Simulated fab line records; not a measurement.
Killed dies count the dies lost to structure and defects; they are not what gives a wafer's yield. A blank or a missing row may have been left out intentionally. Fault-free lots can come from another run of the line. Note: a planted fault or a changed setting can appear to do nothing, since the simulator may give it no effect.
fab line records + flow berkeley-cmos170
record:
- lots: 14
- wafers: 42
- last-day: 11
route steps=331 shown START@4 GATE@140 NSD@195 V2@305
lots with no fault: from the same line, run without faults
start-h: start of the lot's first displayed wafer, in hours after the record's first day + wait-h: how many hours have passed since the lot's step before this one + " repeats the value in the row above + L1.1+2: several wafers, shown together as one row + - no value present, or no start provided + * or withheld: withheld + < > ~ a bound
route shown NAME@n: names a module that has steps shown in the file, with the first one's number in the route + usual: mean/standard deviation of fault-free wafers + same: alike in all rows + chamber/n: place in a boat + sites: per-site readings + _std_site: how widely they spread, as a standard deviation + _edge_site: outer sites' mean less inner sites' + radius-mm: how far each site lies from the wafer's centre + mask NAME#n: copy n + behind: the last tool/chamber to shape the wafer + hold: reason for holding the lot/hours on hold/outcome of the hold + device: whichever transistor did not switch (one of n, p or np) + end of line: the same wafers' tests at the end of the route + a step given without rows: its recipe and nothing more + killed: dies lost to structure and defects at the first sort, not the wafer's yield + map: dies across one wafer; x = killed, . = not, _ = none there
set.NAME: setting as actually run; set.NAME@STEP: the setting as run at that earlier step + model.NAME: the simulator's own value behind a step, which no gauge read
route steps across a sampled set of lots; one table per step, one row per wafer
services: a tool's chamber out of use, with start hour (start-h, from the record's first day; less than 0 if before it), hours out, and reason
== steps ==
step: UCB170_START_THK_MEAS_03
recipe:
- reads: SiO2_of_START_OXIDATION_02
usual:
- START_OXIDE_THK: 20.1/0.38
| lot.wafer | tool          | chamber | start-h | wait-h | START_OXIDE_THK[nm] |
|-----------|---------------|---------|---------|--------|---------------------|
| L886.2    | film-metro-01 | -       | 17.15   | 0.0    | 20.5                |
| L886.5    | "             | -       | "       | "      | 20.4                |
| L886.6    | "             | -       | "       | "      | 20.2                |
| L887.1    | film-metro-03 | -       | 19.98   | 0.0    | 20.5                |
| L887.2    | "             | -       | "       | "      | 20.2                |
| L887.6    | "             | -       | "       | "      | 20.6                |
| L888.1    | film-metro-04 | -       | 25.41   | 0.0    | 19.9                |
| L888.2    | "             | -       | "       | "      | 19.7                |
| L888.5    | "             | -       | "       | "      | 20.1                |
| L889.2    | film-metro-01 | -       | 30.27   | 0.0    | 20.1                |
| L889.4    | "             | -       | "       | "      | 20.4                |
| L889.5    | "             | -       | "       | "      | 20.2                |
| L890.1    | film-metro-04 | -       | 34.93   | 0.0    | 20.7                |
| L890.2    | "             | -       | "       | "      | 20.4                |
| L890.4    | "             | -       | "       | "      | 20.6                |
| L891.2    | film-metro-04 | -       | 39.44   | 0.0    | 20.3                |
| L891.4    | "             | -       | "       | "      | 20.8                |
| L891.6    | "             | -       | "       | "      | 20.2                |
| L892.1    | film-metro-04 | -       | 42.32   | 0.0    | 20.2                |
| L892.2    | "             | -       | "       | "      | 19.9                |
| L892.6    | "             | -       | "       | "      | 20.2                |
| L894.4    | film-metro-01 | -       | 54.37   | 0.0    | 19.8                |
| L894.5    | "             | -       | "       | "      | 20.1                |
| L894.6    | "             | -       | "       | "      | 19.6                |
| L895.1    | film-metro-04 | -       | 58.43   | 0.0    | 19.8                |
| L895.3    | "             | -       | "       | "      | 19.9                |
| L895.4    | "             | -       | "       | "      | 19.8                |
| L899.4    | film-metro-01 | -       | 78.83   | 0.0    | 19.9                |
| L899.5    | "             | -       | "       | "      | 19.6                |
| L899.6    | "             | -       | "       | "      | 19.5                |
| L902.2    | film-metro-03 | -       | 95.72   | 0.0    | 19.5                |
| L902.3    | "             | -       | "       | "      | 19.4                |
| L902.5    | "             | -       | "       | "      | 19.6                |
| L903.1    | film-metro-03 | -       | 100.21  | 0.0    | 19.6                |
| L903.3    | "             | -       | "       | "      | 19.8                |
| L903.6    | "             | -       | "       | "      | 20.0                |
| L904.2    | film-metro-04 | -       | 105.90  | 0.0    | 20.5                |
| L904.3    | "             | -       | "       | "      | 20.7                |
| L904.5    | "             | -       | "       | "      | 20.4                |
| L906.2    | film-metro-01 | -       | 113.06  | 0.1    | 20.3                |
| L906.4    | "             | -       | "       | "      | 20.2                |
| L906.5    | "             | -       | "       | "      | 20.5                |
step: UCB170_GATE_ETCH_14
recipe:
- chemistry: N2/H2
- target-depth-a: withheld
- overetch-a: withheld
- target: BARC
- time-s: withheld
- source-w: 500
- bias-w: 100
- pressure-mtorr: 30
- n2-flow-sccm: 100
- h2-flow-sccm: 200
usual:
- drypump-motor-current-A: 5.7/0.4
- h2-flow-sccm: 200.0/0.58
- oes-product-au: 0.996/0.016
- throttle-valve-pct: 13.26/0.1
| lot.wafer | tool        | chamber | start-h | wait-h | drypump-motor-current-A | h2-flow-sccm | oes-product-au | throttle-valve-pct |
|-----------|-------------|---------|---------|--------|-------------------------|--------------|----------------|--------------------|
| L887.1    | rie-diel-03 | 1       | 136.16  | 0.0    | 5.9                     | 199.5        | 0.969          | 13.21              |
| L887.2    | "           | 0       | "       | "      | 5.2                     | 199.7        | 0.980          | 13.26              |
| L887.6    | "           | 0       | "       | "      | 5.2                     | 200.3        | 0.971          | 13.27              |
| L890.1    | rie-diel-04 | 0       | 136.16  | 0.0    | 5.5                     | 199.7        | 1.011          | 13.28              |
| L890.2    | "           | 2       | "       | "      | 6.6                     | 201.0        | 1.029          | 13.33              |
| L890.4    | "           | 1       | "       | "      | 6.1                     | 199.2        | 1.014          | 13.05              |
| L886.2    | rie-diel-02 | 0       | 136.28  | 0.0    | 5.3                     | 200.8        | 0.985          | 13.15              |
| L886.5    | "           | 2       | "       | "      | 5.7                     | 199.8        | 0.996          | 13.05              |
| L886.6    | "           | 1       | "       | "      | 6.2                     | 200.4        | 1.001          | 13.44              |
| L888.1    | rie-diel-03 | 2       | 136.44  | 0.0    | 5.8                     | 199.7        | 0.999          | 13.37              |
| L888.2    | "           | 0       | "       | "      | 5.2                     | 200.6        | 0.980          | 13.27              |
| L888.5    | "           | 3       | "       | "      | 5.3                     | 200.1        | 0.990          | 13.24              |
| L889.2    | rie-diel-04 | 2       | 136.48  | 0.0    | 6.6                     | 199.1        | 1.031          | 13.32              |
| L889.4    | "           | 3       | "       | "      | 5.7                     | 200.6        | 1.000          | 13.19              |
| L889.5    | "           | 0       | "       | "      | 5.4                     | 200.4        | 1.023          | 13.27              |
| L891.2    | rie-diel-02 | 1       | 149.51  | 0.0    | 6.2                     | 199.8        | 0.995          | 13.41              |
| L891.4    | "           | 3       | "       | "      | 5.9                     | 200.1        | 0.994          | 13.33              |
| L891.6    | "           | 3       | "       | "      | 5.9                     | 200.4        | 0.991          | 13.37              |
| L892.1    | rie-diel-04 | 3       | 156.90  | 0.0    | 5.7                     | 200.3        | 0.988          | 13.21              |
| L892.2    | "           | 2       | "       | "      | 6.6                     | 200.4        | 1.013          | 13.33              |
| L892.6    | "           | 1       | "       | "      | 6.1                     | 200.0        | 1.017          | 13.08              |
| L895.1    | rie-diel-03 | 2       | 168.38  | 0.0    | 5.8                     | 199.8        | 0.994          | 13.39              |
| L895.3    | "           | 3       | "       | "      | 5.3                     | 199.8        | 0.998          | 13.25              |
| L895.4    | "           | 1       | "       | "      | 6.0                     | 201.1        | 0.970          | 13.23              |
| L894.4    | rie-diel-02 | 3       | 168.66  | 0.0    | 6.0                     | 199.7        | 0.992          | 13.35              |
| L894.5    | "           | 0       | "       | "      | 5.3                     | 199.6        | 0.973          | 13.12              |
| L894.6    | "           | 1       | "       | "      | 6.2                     | 198.9        | 1.003          | 13.44              |
| L899.4    | rie-diel-02 | 3       | 184.89  | 0.0    | 5.9                     | 200.3        | 1.000          | 13.35              |
| L899.5    | "           | 1       | "       | "      | 6.2                     | 199.0        | 0.991          | 13.44              |
| L899.6    | "           | 0       | "       | "      | 5.4                     | 199.7        | 0.973          | 13.13              |
| L902.2    | rie-diel-03 | 3       | 203.59  | 0.0    | 5.3                     | 199.5        | 1.002          | 13.25              |
| L902.3    | "           | 2       | "       | "      | 5.9                     | 200.5        | 0.997          | 13.38              |
| L902.5    | "           | 3       | "       | "      | 5.3                     | 200.7        | 1.003          | 13.25              |
| L903.1    | rie-diel-03 | 2       | 213.90  | 0.0    | 5.8                     | 200.8        | 0.996          | 13.36              |
| L903.3    | "           | 3       | "       | "      | 5.3                     | 200.6        | 1.011          | 13.24              |
| L903.6    | "           | 3       | "       | "      | 5.3                     | 200.5        | 1.005          | 13.23              |
| L906.2    | rie-diel-02 | 1       | 214.08  | 0.0    | 6.2                     | 198.9        | 0.984          | 13.43              |
| L906.4    | "           | 2       | "       | "      | 5.7                     | 200.7        | 0.984          | 13.06              |
| L906.5    | "           | 1       | "       | "      | 6.2                     | 198.9        | 0.995          | 13.42              |
| L904.2    | rie-diel-03 | 1       | 214.20  | 0.0    | 5.9                     | 200.0        | 0.963          | 13.23              |
| L904.3    | "           | 0       | "       | "      | 5.2                     | 199.3        | 0.967          | 13.27              |
| L904.5    | "           | 0       | "       | "      | 5.2                     | 198.7        | 0.970          | 13.26              |
step: UCB170_NSD_IMPLANT_08
recipe:
- species: P
- dose-cm2: 3e+15
- energy-kev: 40
- tilt-deg: 7
usual:
- beam-energy-keV: 39.998/0.011
- dose-ions-cm2: 3e+15/3.2e+12
| lot.wafer | tool         | chamber | start-h | wait-h | beam-energy-keV | dose-ions-cm2 |
|-----------|--------------|---------|---------|--------|-----------------|---------------|
| L886.2    | implanter-02 | 0       | 147.05  | 0.0    | 39.980          | 2.997e+15     |
| L886.5    | "            | 0       | "       | "      | 39.963          | 3.001e+15     |
| L886.6    | "            | 0       | "       | "      | 39.980          | 2.999e+15     |
| L890.1    | implanter-03 | 0       | 147.15  | 0.0    | 39.998          | 3.004e+15     |
| L890.2    | "            | 0       | "       | "      | 39.989          | 2.999e+15     |
| L890.4    | "            | 0       | "       | "      | 39.998          | 2.996e+15     |
| L887.1    | implanter-04 | 0       | 147.30  | 0.0    | 39.998          | 3.003e+15     |
| L887.2    | "            | 0       | "       | "      | 39.988          | 3.005e+15     |
| L887.6    | "            | 0       | "       | "      | 39.979          | 3e+15         |
| L889.2    | implanter-02 | 0       | 147.41  | 0.0    | 39.998          | 2.994e+15     |
| L889.4    | "            | 0       | "       | "      | 40.005          | 2.993e+15     |
| L889.5    | "            | 0       | "       | "      | 40.011          | 3e+15         |
| L888.1    | implanter-03 | 0       | 147.63  | 0.0    | 40.001          | 3.002e+15     |
| L888.2    | "            | 0       | "       | "      | 40.008          | 3.003e+15     |
| L888.5    | "            | 0       | "       | "      | 40.023          | 3.003e+15     |
| L891.2    | implanter-04 | 0       | 159.82  | 0.0    | 40.007          | 2.998e+15     |
| L891.4    | "            | 0       | "       | "      | 40.012          | 2.996e+15     |
| L891.6    | "            | 0       | "       | "      | 40.017          | 2.996e+15     |
| L892.1    | implanter-03 | 0       | 167.04  | 0.0    | 39.996          | 2.999e+15     |
| L892.2    | "            | 0       | "       | "      | 40.004          | 3e+15         |
| L892.6    | "            | 0       | "       | "      | 39.997          | 2.999e+15     |
| L895.1    | implanter-03 | 0       | 188.24  | 0.0    | 39.988          | 3.001e+15     |
| L895.3    | "            | 0       | "       | "      | 39.991          | 3e+15         |
| L895.4    | "            | 0       | "       | "      | 39.988          | 3.001e+15     |
| L894.4    | implanter-04 | 0       | 188.54  | 0.1    | 39.994          | 3.003e+15     |
| L894.5    | "            | 0       | "       | "      | 39.981          | 2.999e+15     |
| L894.6    | "            | 0       | "       | "      | 40.009          | 3.004e+15     |
| L899.4    | implanter-03 | 0       | 197.66  | 0.1    | 40.001          | 2.997e+15     |
| L899.5    | "            | 0       | "       | "      | 40.009          | 2.998e+15     |
| L899.6    | "            | 0       | "       | "      | 40.022          | 2.995e+15     |
| L902.2    | implanter-03 | 0       | 216.71  | 0.0    | 41.074          | 3.002e+15     |
| L902.3    | "            | 0       | "       | "      | 41.072          | 2.996e+15     |
| L902.5    | "            | 0       | "       | "      | 41.070          | 2.999e+15     |
| L904.2    | implanter-04 | 0       | 228.19  | 0.0    | 39.990          | 3.004e+15     |
| L904.3    | "            | 0       | "       | "      | 40.003          | 2.998e+15     |
| L904.5    | "            | 0       | "       | "      | 39.998          | 3.004e+15     |
| L903.1    | implanter-03 | 0       | 228.29  | 0.0    | 41.047          | 2.994e+15     |
| L903.3    | "            | 0       | "       | "      | 41.070          | 2.998e+15     |
| L903.6    | "            | 0       | "       | "      | 41.058          | 2.997e+15     |
| L906.2    | implanter-04 | 0       | 228.56  | 0.0    | 40.001          | 3.002e+15     |
| L906.4    | "            | 0       | "       | "      | 40.001          | 2.999e+15     |
| L906.5    | "            | 0       | "       | "      | 40.006          | 3.002e+15     |
step: UCB170_NSD_STRIP_09
recipe:
- chemistry: O2
- power-w: 400
- pressure-mtorr: 3500
- platen-temp-c: withheld
- o2-flow-sccm: 400
- overash-fraction: 0.5
usual:
- drypump-motor-current-A: 5.7/0.38
- oes-product-au: 0.534/0.0045
- strip-time-to-endpoint-s: 35.82/0.06
| lot.wafer | tool            | chamber | start-h | wait-h | drypump-motor-current-A | oes-product-au | rf-hours-counter-h | strip-time-to-endpoint-s |
|-----------|-----------------|---------|---------|--------|-------------------------|----------------|--------------------|--------------------------|
| L886.2    | plasma-asher-01 | 0       | 147.18  | 0.1    | 6.3                     | 0.528          | 36                 | 35.85                    |
| L886.5    | "               | 1       | "       | "      | 5.9                     | 0.533          | -                  | 35.84                    |
| L886.6    | "               | 0       | "       | "      | 6.3                     | 0.536          | -                  | 35.82                    |
| L890.1    | plasma-asher-03 | 0       | 147.30  | 0.1    | 5.5                     | 0.540          | 3                  | 35.89                    |
| L890.2    | "               | 1       | "       | "      | 5.5                     | 0.543          | 3                  | 35.81                    |
| L890.4    | "               | 0       | "       | "      | 5.5                     | 0.533          | -                  | 35.85                    |
| L887.1    | plasma-asher-01 | 1       | 147.45  | 0.1    | 5.9                     | 0.531          | 36                 | 35.80                    |
| L887.2    | "               | 0       | "       | "      | 6.3                     | 0.526          | 36                 | 35.77                    |
| L887.6    | "               | 0       | "       | "      | 6.3                     | 0.529          | -                  | 35.78                    |
| L889.2    | plasma-asher-03 | 0       | 147.53  | 0.1    | 5.5                     | 0.530          | 3                  | 35.75                    |
| L889.4    | "               | 1       | "       | "      | 5.5                     | 0.541          | -                  | 35.84                    |
| L889.5    | "               | 1       | "       | "      | 5.5                     | 0.534          | -                  | 35.72                    |
| L888.1    | plasma-asher-01 | 0       | 147.78  | 0.1    | 6.3                     | 0.531          | 36                 | 35.84                    |
| L888.2    | "               | 1       | "       | "      | 5.9                     | 0.535          | 36                 | 35.81                    |
| L888.5    | "               | 1       | "       | "      | 5.9                     | 0.525          | -                  | 35.84                    |
| L891.2    | plasma-asher-02 | 0       | 159.95  | 0.1    | 5.1                     | 0.541          | 45                 | 35.81                    |
| L891.4    | "               | 1       | "       | "      | 5.9                     | 0.535          | -                  | 35.89                    |
| L891.6    | "               | 1       | "       | "      | 5.9                     | 0.529          | -                  | 35.82                    |
| L892.1    | plasma-asher-01 | 1       | 167.19  | 0.1    | 5.9                     | 0.525          | 38                 | 35.84                    |
| L892.2    | "               | 0       | "       | "      | 6.3                     | 0.538          | 38                 | 35.74                    |
| L892.6    | "               | 1       | "       | "      | 5.9                     | 0.530          | -                  | 35.80                    |
| L895.1    | plasma-asher-03 | 1       | 188.39  | 0.1    | 5.5                     | 0.540          | 7                  | 35.87                    |
| L895.3    | "               | 0       | "       | "      | 5.5                     | 0.535          | -                  | 35.88                    |
| L895.4    | "               | 1       | "       | "      | 5.5                     | 0.531          | -                  | 35.80                    |
| L894.4    | plasma-asher-02 | 1       | 188.65  | 0.1    | 5.9                     | 0.537          | -                  | 35.83                    |
| L894.5    | "               | 0       | "       | "      | 5.1                     | 0.528          | -                  | 35.76                    |
| L894.6    | "               | 1       | "       | "      | 5.9                     | 0.538          | -                  | 35.80                    |
| L899.4    | plasma-asher-02 | 0       | 197.76  | 0.1    | 5.1                     | 0.537          | -                  | 35.83                    |
| L899.5    | "               | 0       | "       | "      | 5.1                     | 0.535          | -                  | 35.82                    |
| L899.6    | "               | 1       | "       | "      | 5.9                     | 0.530          | -                  | 35.76                    |
| L902.2    | plasma-asher-03 | 0       | 216.83  | 0.1    | 5.5                     | 0.520          | 11                 | 36.17                    |
| L902.3    | "               | 0       | "       | "      | 5.6                     | 0.537          | -                  | 36.20                    |
| L902.5    | "               | 1       | "       | "      | 5.5                     | 0.525          | -                  | 36.27                    |
| L904.2    | plasma-asher-03 | 0       | 228.31  | 0.1    | 5.5                     | 0.542          | 12                 | 35.89                    |
| L904.3    | "               | 0       | "       | "      | 5.5                     | 0.535          | -                  | 35.82                    |
| L904.5    | "               | 0       | "       | "      | 5.5                     | 0.531          | -                  | 35.80                    |
| L903.1    | plasma-asher-02 | 0       | 228.44  | 0.1    | 5.1                     | 0.537          | 54                 | 36.22                    |
| L903.3    | "               | 1       | "       | "      | 5.9                     | 0.525          | -                  | 36.19                    |
| L903.6    | "               | 0       | "       | "      | 5.1                     | 0.527          | -                  | 36.23                    |
| L906.2    | plasma-asher-01 | 1       | 228.69  | 0.1    | 5.9                     | 0.526          | 47                 | 35.90                    |
| L906.4    | "               | 1       | "       | "      | 5.9                     | 0.531          | -                  | 35.98                    |
| L906.5    | "               | 0       | "       | "      | 6.3                     | 0.537          | -                  | 35.92                    |
step: UCB170_SDANNEAL_RS_MEAS_03
recipe:
- thk-meas-gauge: four-point-probe
usual:
- NSD_RS: 37.31/0.081
| lot.wafer | tool          | chamber | start-h | wait-h | NSD_RS[ohm/sq] |
|-----------|---------------|---------|---------|--------|----------------|
| L890.1    | film-metro-04 | -       | 149.10  | 0.1    | 37.18          |
| L890.2    | "             | -       | "       | "      | 37.30          |
| L890.4    | "             | -       | "       | "      | 37.34          |
| L886.2    | film-metro-01 | -       | 149.12  | 0.1    | 37.36          |
| L886.5    | "             | -       | "       | "      | 37.40          |
| L886.6    | "             | -       | "       | "      | 37.36          |
| L887.1    | film-metro-03 | -       | 149.28  | 0.1    | 37.22          |
| L887.2    | "             | -       | "       | "      | 37.25          |
| L887.6    | "             | -       | "       | "      | 37.29          |
| L889.2    | film-metro-01 | -       | 149.60  | 0.1    | 37.29          |
| L889.4    | "             | -       | "       | "      | 37.22          |
| L889.5    | "             | -       | "       | "      | 37.33          |
| L888.1    | film-metro-04 | -       | 150.00  | 0.1    | 37.37          |
| L888.2    | "             | -       | "       | "      | 37.34          |
| L888.5    | "             | -       | "       | "      | 37.34          |
| L891.2    | film-metro-01 | -       | 161.45  | 0.1    | 37.39          |
| L891.4    | "             | -       | "       | "      | 37.36          |
| L891.6    | "             | -       | "       | "      | 37.34          |
| L892.1    | film-metro-03 | -       | 168.94  | 0.1    | 37.17          |
| L892.2    | "             | -       | "       | "      | 37.35          |
| L892.6    | "             | -       | "       | "      | 37.24          |
| L895.1    | film-metro-03 | -       | 190.39  | 0.1    | 37.37          |
| L895.3    | "             | -       | "       | "      | 37.31          |
| L895.4    | "             | -       | "       | "      | 37.36          |
| L894.4    | film-metro-01 | -       | 190.68  | 0.1    | 37.32          |
| L894.5    | "             | -       | "       | "      | 37.42          |
| L894.6    | "             | -       | "       | "      | 37.44          |
| L899.4    | film-metro-03 | -       | 199.48  | 0.1    | 37.30          |
| L899.5    | "             | -       | "       | "      | 37.26          |
| L899.6    | "             | -       | "       | "      | 37.24          |
| L902.2    | film-metro-04 | -       | 218.73  | 0.1    | 36.91          |
| L902.3    | "             | -       | "       | "      | 36.96          |
| L902.5    | "             | -       | "       | "      | 37.02          |
| L904.2    | film-metro-03 | -       | 229.82  | 0.1    | 37.35          |
| L904.3    | "             | -       | "       | "      | 37.42          |
| L904.5    | "             | -       | "       | "      | 37.34          |
| L903.1    | film-metro-04 | -       | 229.91  | 0.1    | 36.97          |
| L903.3    | "             | -       | "       | "      | 36.99          |
| L903.6    | "             | -       | "       | "      | 36.96          |
| L906.2    | film-metro-03 | -       | 230.39  | 0.1    | 37.28          |
| L906.4    | "             | -       | "       | "      | 37.21          |
| L906.5    | "             | -       | "       | "      | 37.23          |
step: UCB170_V2_OVL_MEAS_13
usual:
- V2_OVL: 4/4.5
| lot.wafer | tool       | chamber | start-h | wait-h | V2_OVL[nm] |
|-----------|------------|---------|---------|--------|------------|
| L887.1    | overlay-02 | -       | 168.33  | 0.1    | 4          |
| L887.2    | "          | -       | "       | "      | 6          |
| L887.6    | "          | -       | "       | "      | 3          |
| L890.1    | overlay-01 | -       | 169.17  | 0.1    | 1          |
| L890.2    | "          | -       | "       | "      | 0          |
| L890.4    | "          | -       | "       | "      | 1          |
| L886.2    | overlay-02 | -       | 169.73  | 0.1    | 7          |
| L886.5    | "          | -       | "       | "      | 3          |
| L886.6    | "          | -       | "       | "      | 9          |
| L889.2    | overlay-02 | -       | 170.00  | 0.1    | 1          |
| L889.4    | "          | -       | "       | "      | 2          |
| L889.5    | "          | -       | "       | "      | 9          |
| L888.1    | overlay-02 | -       | 170.70  | 0.1    | 4          |
| L888.2    | "          | -       | "       | "      | 9          |
| L888.5    | "          | -       | "       | "      | 7          |
| L891.2    | overlay-02 | -       | 181.50  | 0.1    | -3         |
| L891.4    | "          | -       | "       | "      | 0          |
| L891.6    | "          | -       | "       | "      | 0          |
| L892.1    | overlay-01 | -       | 195.05  | 0.1    | -1         |
| L892.2    | "          | -       | "       | "      | 2          |
| L892.6    | "          | -       | "       | "      | -2         |
| L895.1    | overlay-01 | -       | 209.36  | 0.1    | 8          |
| L895.3    | "          | -       | "       | "      | 2          |
| L895.4    | "          | -       | "       | "      | 0          |
| L894.4    | overlay-01 | -       | 209.68  | 0.1    | 10         |
| L894.5    | "          | -       | "       | "      | 10         |
| L894.6    | "          | -       | "       | "      | 12         |
| L899.4    | overlay-02 | -       | 220.80  | 0.1    | -5         |
| L899.5    | "          | -       | "       | "      | 9          |
| L899.6    | "          | -       | "       | "      | 3          |
| L902.2    | overlay-02 | -       | 240.56  | 0.1    | -1         |
| L902.3    | "          | -       | "       | "      | -6         |
| L902.5    | "          | -       | "       | "      | 1          |
| L904.2    | overlay-02 | -       | 249.63  | 0.1    | 7          |
| L904.3    | "          | -       | "       | "      | -1         |
| L904.5    | "          | -       | "       | "      | 6          |
| L903.1    | overlay-01 | -       | 249.89  | 0.1    | 2          |
| L903.3    | "          | -       | "       | "      | 5          |
| L903.6    | "          | -       | "       | "      | 2          |
| L906.2    | overlay-02 | -       | 254.13  | 0.1    | 5          |
| L906.4    | "          | -       | "       | "      | 0          |
| L906.5    | "          | -       | "       | "      | 11         |
== services ==
| tool            | chamber | start-h | hours | kind           |
|-----------------|---------|---------|-------|----------------|
| plasma-asher-03 | 0       | 117.75  | -     | clean          |
| plasma-asher-03 | 1       | 117.75  | -     | clean          |
| rie-diel-03     | 3       | 139.00  | -     | clean          |
| rie-diel-03     | 3       | 139.00  | 14.3  | scheduled-down |
| rie-diel-03     | 3       | 139.00  | 14.3  | vent-cycle     |
| plasma-asher-02 | -       | 145.97  | 2.8   | pm             |
| implanter-02    | -       | 151.30  | 3.9   | pm             |
| implanter-02    | -       | 162.49  | 43.1  | repair         |
| implanter-03    | -       | 184.61  | 3.1   | pm             |
| plasma-asher-03 | -       | 191.66  | 4.7   | repair         |
| rie-diel-04     | 1       | 201.02  | 26.1  | repair         |
| rie-diel-04     | -       | 202.28  | 0.5   | repair         |
| implanter-02    | -       | 205.57  | 34.7  | pm             |
| implanter-02    | -       | 214.66  | 2.2   | repair         |
== key ==
first-sign:
- step: UCB170_NSD_IMPLANT_08
- reading: beam-energy-keV
- direction: up
- sigmas: 98
- usual: 39.998
- struck: 41.065
effect:
- step: UCB170_NSD_STRIP_09
- reading: strip-time-to-endpoint-s
- direction: up
- sigmas: 6.6
- usual: *
- struck: *
effect:
- step: UCB170_SDANNEAL_RS_MEAS_03
- reading: NSD_RS
- direction: down
- sigmas: 4.2
- usual: 37.31
- struck: 36.97
met-at UCB170_NSD_IMPLANT_08
struck-lots L902,L903
tester-left-out L902,L903
not-acting-at UCB170_START_THK_MEAS_03,UCB170_GATE_ETCH_14,UCB170_V2_OVL_MEAS_13
onset-between 197.66 216.71
fault:
- kind: process-parameter-drift
- tool: implanter-03
- chamber: -
- onset-h: 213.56
- steps: UCB170_NSD_IMPLANT_08
- channel: energy-kev
- offset: 1.0611
- shape: step
- end-h: 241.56
- acts-in: these-recipes-only
- stated: 40
tester-left-out: of these lots the tester's yield and bins aren't shown, on N5 and GAA mostly nor the transistor test; their killed dies are dies lost to structure and defects alone, not to doping, threshold or leakage, so they don't give the yield
